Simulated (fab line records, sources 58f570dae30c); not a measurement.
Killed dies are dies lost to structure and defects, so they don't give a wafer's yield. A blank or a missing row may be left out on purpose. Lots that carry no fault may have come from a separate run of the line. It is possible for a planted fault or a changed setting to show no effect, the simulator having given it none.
Matching of chambers / flow berkeley_cmos170 / UCB170_GATE_ETCH_14 on rie_diel-02 has 4 sister chambers
The step etches BARC in N2/H2. 4 wafers are shown with their chamber, then 7 later ones without.

WAFERS, EACH WITH ITS CHAMBER
wafer=L088.4; chamber=2; throttle_valve_pct (%)=13.44
wafer=L088.6; chamber=0; throttle_valve_pct (%)=13.30
wafer=L092.2; chamber=1; throttle_valve_pct (%)=13.53
wafer=L092.3; chamber=3; throttle_valve_pct (%)=13.39

WAFERS WITH NO CHAMBER GIVEN
wafer=L092.4; throttle_valve_pct (%)=13.45
wafer=L096.2; throttle_valve_pct (%)=13.43
wafer=L096.3; throttle_valve_pct (%)=13.32
wafer=L096.6; throttle_valve_pct (%)=13.40
wafer=L097.1; throttle_valve_pct (%)=13.52
wafer=L097.2; throttle_valve_pct (%)=13.31
wafer=L097.4; throttle_valve_pct (%)=13.44

WHICH CHAMBER EACH WENT THROUGH
wafer=L092.4; from the rows above=2; in truth=2
wafer=L096.2; from the rows above=2; in truth=2
wafer=L096.3; from the rows above=0; in truth=0
wafer=L096.6; from the rows above=3; in truth=3
wafer=L097.1; from the rows above=1; in truth=1
wafer=L097.2; from the rows above=0; in truth=0
wafer=L097.4; from the rows above=2; in truth=2
Placed correctly: 7 of 7. Not placeable from these rows: 0. Wrongly placed: 0.
How it was worked out, from the rows above alone: a wafer's distance from a chamber is the root of the sum, over the readings, of the square of ((its reading less the chamber's mean) divided by the reading's scatter). If the next closest chamber is less than 2 further off than the closest, the wafer can't be placed; otherwise it belongs to the closest. Each chamber's mean is taken over the wafers shown for it. The scatter (one wafer shown for each chamber): square how far every hidden wafer sits from the nearest shown wafer, average those squares and take the square root.
